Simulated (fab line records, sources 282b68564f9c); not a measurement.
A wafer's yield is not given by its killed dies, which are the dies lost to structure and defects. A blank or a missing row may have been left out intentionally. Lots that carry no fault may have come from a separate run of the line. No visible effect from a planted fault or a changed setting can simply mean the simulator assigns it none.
Which tool was responsible? | flow rit cmos | Sampling: 14 lots, 42 wafers, 4 of 202 route steps

== WHAT THE GAUGES SHOWED, per wafer ==
RIT_NRETRO_OVL_MEAS_06. Usual: NRETRO_OVL 0.0 nm, standard deviation 1.
lot  | measured    | on         | NRETRO_OVL (nm) | flag
L568 | day 2 07:08 | overlay-02 | 0.4 -0.4 -1.6   |
L570 | day 2 16:22 | overlay-01 | 0.2 1.3 0.3     |
L572 | day 3 02:58 | overlay-01 | -0.6 0.8 -0.3   |
L573 | day 3 07:23 | overlay-02 | -0.3 -0.9 -0.2  |
L576 | day 3 21:20 | overlay-02 | 0.9 1.3 1.4     |
L578 | day 4 07:10 | overlay-01 | 1.1 -2.4 0.0    |
L582 | day 5 03:12 | overlay-01 | 0.4 -0.7 1.8    |
L583 | day 5 08:26 | overlay-01 | 0.4 2.1 0.2     |
L585 | day 5 18:33 | overlay-01 | -0.2 -0.9 0.7   |
L586 | day 5 23:38 | overlay-02 | 0.1 0.2 -0.8    |
L587 | day 6 04:44 | overlay-02 | 0.9 -1.3 -0.4   |
L588 | day 6 08:39 | overlay-01 | 1.3 2.1 0.0     |
L589 | day 6 14:39 | overlay-01 | 0.7 -1.0 0.9    |
L590 | day 6 18:53 | overlay-01 | 2.2 0.5 0.1     |

RIT_M1_OVL_MEAS_10. Usual: M1_OVL -0.5 nm, standard deviation 1.5.
lot  | measured    | on         | M1_OVL (nm)    | flag
L568 | day 3 08:07 | overlay-02 | -0.6 -0.7 -1.2 |
L570 | day 3 18:00 | overlay-01 | 1.2 1.3 1.0    |
L572 | day 4 04:25 | overlay-02 | 0.6 1.2 0.2    |
L573 | day 4 07:55 | overlay-02 | -0.6 -0.4 -0.6 |
L576 | day 4 22:05 | overlay-01 | -3.0 -3.9 -2.6 |
L578 | day 5 08:34 | overlay-01 | 0.2 1.3 1.6    |
L582 | day 6 04:44 | overlay-01 | 2.5 2.8 1.3    |
L583 | day 6 08:58 | overlay-02 | -0.9 -0.1 0.4  |
L585 | day 6 19:41 | overlay-02 | -1.1 -1.7 -1.0 |
L586 | day 7 00:47 | overlay-01 | 2.2 1.8 1.7    |
L587 | day 7 05:38 | overlay-01 | -3.2 -1.6 -1.6 |
L588 | day 7 12:42 | overlay-01 | 1.1 -0.7 0.8   |
L589 | day 7 17:11 | overlay-02 | -1.6 -2.0 -1.9 |
L590 | day 7 22:23 | overlay-01 | -1.2 -0.6 -0.2 |

== TOOL THAT RAN EACH LOT (tool first, then ch and the chambers of the sampled wafers, then the start) ==
lot  | RIT_PWELL_STRIP_09                  | RIT_M1_SPUTTER_00
L568 | plasma asher-03 ch 0,1, day 2 00:06 | pvd sputter-02, day 3 06:31
L570 | plasma asher-03 ch 0,1, day 2 09:56 | pvd sputter-03, day 3 16:24
L572 | plasma asher-02 ch 0,1, day 2 19:14 | pvd sputter-03, day 4 02:53
L573 | plasma asher-02 ch 0,1, day 3 00:50 | pvd sputter-02, day 4 06:26
L576 | plasma asher-02 ch 0,1, day 3 14:51 | pvd sputter-03, day 4 20:29
L578 | plasma asher-02 ch 0,1, day 4 00:24 | pvd sputter-03, day 5 07:05
L582 | plasma asher-02 ch 0,1, day 4 20:42 | pvd sputter-04, day 6 03:16
L583 | plasma asher-02 ch 1, day 5 02:00   | pvd sputter-02, day 6 07:22
L585 | plasma asher-04 ch 0,1, day 5 11:40 | pvd sputter-02, day 6 18:13
L586 | plasma asher-03 ch 0,1, day 5 16:23 | pvd sputter-04, day 6 23:18
L587 | plasma asher-03 ch 0,1, day 5 21:33 | pvd sputter-02, day 7 04:00
L588 | plasma asher-03 ch 0,1, day 6 02:13 | pvd sputter-04, day 7 11:06
L589 | plasma asher-02 ch 0,1, day 6 07:28 | pvd sputter-02, day 7 15:43
L590 | plasma asher-04 ch 0,1, day 6 12:22 | pvd sputter-04, day 7 20:53
- RIT_PWELL_STRIP_09: strips in O2, time 180 s.
- RIT_M1_SPUTTER_00: material Al, target thk 400 nm, time 500 s.

== WHAT THE TOOLS THEMSELVES READ (means of the sampled wafers that have a number; where no wafer has one, the mark that the record gives instead) ==
RIT_PWELL_STRIP_09. Usual: drypump motor current A at 5.53 A, with a standard deviation of 0.25.
lot  | tool            | drypump motor current A (A) | flag
L568 | plasma asher-03 | 5.78                        |
L570 | plasma asher-03 | 5.80                        |
L572 | plasma asher-02 | 5.59                        |
L573 | plasma asher-02 | 5.59                        |
L576 | plasma asher-02 | 5.55                        |
L578 | plasma asher-02 | 5.59                        |
L582 | plasma asher-02 | 5.57                        |
L583 | plasma asher-02 | 5.56                        |
L585 | plasma asher-04 | 5.29                        |
L586 | plasma asher-03 | 5.62                        |
L587 | plasma asher-03 | 5.78                        |
L588 | plasma asher-03 | 5.64                        |
L589 | plasma asher-02 | 5.61                        |
L590 | plasma asher-04 | 5.29                        |

RIT_M1_SPUTTER_00. Usual: throttle valve pct at 30.7 %, with a standard deviation of 0.91.
lot  | tool           | throttle valve pct (%) | flag
L568 | pvd sputter-02 | 30.8                   |
L570 | pvd sputter-03 | 30.4                   |
L572 | pvd sputter-03 | 31.7                   |
L573 | pvd sputter-02 | 31.3                   |
L576 | pvd sputter-03 | 31.7                   |
L578 | pvd sputter-03 | 30.2                   |
L582 | pvd sputter-04 | 29.8                   |
L583 | pvd sputter-02 | 30.5                   |
L585 | pvd sputter-02 | 31.4                   |
L586 | pvd sputter-04 | 29.9                   |
L587 | pvd sputter-02 | 30.4                   |
L588 | pvd sputter-04 | 29.6                   |
L589 | pvd sputter-02 | 31.2                   |
L590 | pvd sputter-04 | 29.9                   |

== THE ANSWER, worked out from the rows above alone ==
Rule: a lot counts as off when the mean over its wafers that have a number is more than 3 standard deviations away from the usual mean. Also off: a lot with no number at a reading for which 4 or more lots have one. Any other lot the step has rows for is counted as sound. First the gauges in route order, then the tools' own readings, where a lot's mean is used as printed above. The first step at which some lot is off is used, and at that step the reading that is off furthest; a lot without a number counts as furthest.
No lot is off on any of the readings shown, so nothing can be concluded from this.

== WHAT HAD BEEN PUT IN BY THE SIMULATOR ==
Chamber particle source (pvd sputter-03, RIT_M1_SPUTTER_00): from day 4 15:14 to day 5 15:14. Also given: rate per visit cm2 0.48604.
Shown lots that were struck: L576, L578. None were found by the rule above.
